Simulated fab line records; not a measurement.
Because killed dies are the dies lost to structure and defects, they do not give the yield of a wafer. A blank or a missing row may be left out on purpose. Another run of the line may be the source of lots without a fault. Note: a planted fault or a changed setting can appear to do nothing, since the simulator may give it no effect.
Comparing a struck lot with a sound one || flow rit-cmos || 19 out of 202 route steps
Sound: these wafers, L762.1, L762.5, L762.6. Wafers L775.2, L775.4, L775.6 were the ones struck. Last of all comes the cause.
At each step with rows: each side's tool, then ch and its chambers, then its first start. Under that, the readings that differ: sound wafers || struck wafers || difference of the means || sigmas: that difference in standard deviations of wafers without a fault.
alike: a reading whose means differ by less than 2 such deviations, as well as words and numbers matching on both sides. not compared: withheld readings; readings where some wafer has no value; bounds like >300 that might hide an equal value; numbers whose values overlap and for which the record gives no deviation.
A row with sigmas, a row that says differs or no value, or rows on one side alone: a step with any of these is where the two part. Non-overlapping numbers with no deviation appear without sigmas and do not part them. A reading missing from all wafers of one side parts the sides only when that side holds two or more wafers.

first, 1 step without rows for these wafers: RIT_SILICIDE_WET_ETCH_00 (etches SiO2 in BOE, target depth 14 nm, time 15 s).
RIT_SILICIDE_SPUTTER_01: material Ti, target thk 30 nm, time 240 s.
  struck on pvd-sputter-01, day 5 18:32; sound on pvd-sputter-04, day 3 03:26
  alike: throttle-valve-pct
RIT_SILICIDE_RS_MEAS_02: a four-point-probe measurement.
  struck on film-metro-02, day 5 18:42; sound on film-metro-02, day 3 03:35
  alike: SILICIDE_TI_RS
RIT_SILICIDE_THK_MEAS_03: measures by xrf.
  struck on film-metro-02, day 5 18:49; sound on film-metro-02, day 3 03:42
  alike: SILICIDE_TI_THK
RIT_SILICIDE_RTA_04: time 10 s, ramp up 5 s, ramp down 5 s.
  sound on rtp-anneal-02 ch 0, day 3 03:46; struck on rtp-anneal-01 ch 0, day 5 18:52
  alike: chamber-o2-ppm, wafer_temp_C_max
then, 1 step without rows for these wafers: RIT_SILICIDE_WET_ETCH_05 (etches Ti in SPM, time 120 s).
RIT_SILICIDE_RTA_06: time 10 s, ramp up 5 s, ramp down 10 s.
  sound on rtp-anneal-01 ch 0, day 3 03:52; struck on rtp-anneal-02 ch 0, day 5 18:59
  alike: chamber-o2-ppm, wafer_temp_C_max
RIT_CONTACT_CVD_00: deposits SiO2 from TEOS, target thk 400 nm, time 61 s.
  sound on pecvd-03 ch 0,1, day 3 03:56; struck on pecvd-01 ch 0,2, day 5 19:02
  alike: heater-power-w
RIT_CONTACT_THK_MEAS_01:
  struck on film-metro-02, day 5 19:06; sound on film-metro-01, day 3 03:59
  alike: CONTACT_TEOS_THK
then, 3 steps without rows for these wafers: RIT_CONTACT_HMDS_02 (prime time 60 s); RIT_CONTACT_COAT_03 (resist thk 1000 nm); RIT_CONTACT_SOFTBAKE_04 (time 60 s).
RIT_CONTACT_EXPOSE_05: exposes mask M11, target cd 1000 nm.
  sound on iline-stepper-01 ch 0, day 3 04:37; struck on iline-stepper-02 ch 0, day 5 19:50
{"reading": "stage-vel-mm-s (mm/s)", "sound": "499.58 499.70 499.52", "struck": "500.45 500.30 500.04", "difference": "+0.66", "sigmas": "+2"}
{"reading": "model.CONTACT.overlay-x-nm (nm)", "sound": "0.1707 0.1707 0.1707", "struck": "131.8 131.8 131.8", "difference": "+131.6", "sigmas": ""}
  alike: mask
then, 2 steps without rows for these wafers: RIT_CONTACT_PEB_06; RIT_CONTACT_DEVELOP_07 (develop time 120 s).
RIT_CONTACT_CD_MEAS_08: the cd target is 1000 nm.
  struck on cd-sem-02, day 5 20:21; sound on cd-sem-02, day 3 05:08
  alike: cd-nm
RIT_CONTACT_OVL_MEAS_09:
  struck on overlay-01, day 5 20:27; sound on overlay-02, day 3 05:16
{"reading": "CONTACT_OVL (nm)", "sound": "-0.8 0.0 0.1", "struck": "131.1 130.9 131.9", "difference": "+131.5", "sigmas": "+77"}
then, 1 step without rows for these wafers: RIT_CONTACT_HARDBAKE_10 (time 60 s).
RIT_M1_PROBE_99:
  struck on prober-02, day 6 01:36; sound on prober-01, day 3 10:18
{"reading": "model.etest.contact-to-gate.bv-right-v (V)", "sound": "90.51 90.69 92.95", "struck": "24.11 25.06 26.89", "difference": -66.03, "sigmas": ""}
{"reading": "model.etest.contact-to-gate.bv-left-v (V)", "sound": "90.67 90.46 90.31", "struck": "153.3 155.5 157", "difference": "+64.8", "sigmas": ""}
  alike: killed-at-contacts, killed-at-front-end, killed-dies, killed-open, killed-short

== WHERE THEY PART ==
First at RIT_CONTACT_EXPOSE_05; last, within this record, at RIT_CONTACT_OVL_MEAS_09. Later steps at which nothing parts them and some readings are alike: RIT_M1_PROBE_99.

WHY: what had been put in by the simulator
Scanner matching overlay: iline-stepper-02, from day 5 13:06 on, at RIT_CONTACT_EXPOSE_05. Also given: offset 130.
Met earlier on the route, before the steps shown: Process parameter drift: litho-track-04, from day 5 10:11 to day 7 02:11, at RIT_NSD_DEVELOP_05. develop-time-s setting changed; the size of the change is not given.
